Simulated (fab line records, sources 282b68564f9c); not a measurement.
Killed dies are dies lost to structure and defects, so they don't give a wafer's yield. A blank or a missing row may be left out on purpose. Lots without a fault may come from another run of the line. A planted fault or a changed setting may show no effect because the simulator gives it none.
Which tool did it? | flow rit_cmos | 7 lots, 21 wafers sampled, at 2 steps of a route of 202

WHAT THE GAUGES READ, wafer by wafer
RIT_GATE_THK_MEAS_07.
lot  | measured    | on            | GATE_OXIDE_THK (nm)
L442 | day 2 19:56 | film_metro-03 | 3.01 3.08 2.98
L444 | day 3 06:38 | film_metro-03 | 3.13 3.03 3.12
L448 | day 4 02:35 | film_metro-01 | 4.88 4.78 4.81
L453 | day 5 03:18 | film_metro-03 | 3.12 3.05 3.04
L456 | day 5 17:55 | film_metro-01 | 3.04 3.10 2.94
L460 | day 6 13:50 | film_metro-03 | 3.03 3.05 3.04
L463 | day 7 04:13 | film_metro-04 | 2.84 2.96 2.84

WHICH TOOL RAN EACH LOT (tool, then ch and the chambers of the sampled wafers, then the start)
lot  | RIT_GATE_OXIDATION_05
L442 | furnace-02 ch 0, day 2 18:13
L444 | furnace-01 ch 0, day 3 05:19
L448 | furnace-02 ch 0, day 4 01:14
L453 | furnace-04 ch 0, day 5 00:58
L456 | furnace-04 ch 0, day 5 16:34
L460 | furnace-01 ch 0, day 6 12:29
L463 | furnace-02 ch 0, day 7 02:53
- RIT_GATE_OXIDATION_05: target thk 3 nm, ox time 270 s.

THE ANSWER, worked out from the rows above alone
Rule: what is usual is taken from the lots themselves. Put in order of their means at a reading, lots are off if they are a third of the lots or fewer, leave a main group of 4 or more, and stand apart from it by a gap of 3 or more times the standard deviation of the main group's means; of several such gaps the widest counts. A main group whose means are all the same, to the digits that the tables above print for the reading, isn't used. A lot without any number at a reading at which 4 lots or more have one is off too. The other lots that the step has rows for count as sound.
Off: L448, at RIT_GATE_THK_MEAS_07 (GATE_OXIDE_THK). The main group: mean 3.02 nm, standard deviation 0.068.
A tool fits if, at a process step before that reading, it ran every lot that is off, and no sound lot after the first of them. The gauges at RIT_GATE_THK_MEAS_07 are tried like those tools. None of those tried fits.

WHAT THE SIMULATOR HAD PUT IN
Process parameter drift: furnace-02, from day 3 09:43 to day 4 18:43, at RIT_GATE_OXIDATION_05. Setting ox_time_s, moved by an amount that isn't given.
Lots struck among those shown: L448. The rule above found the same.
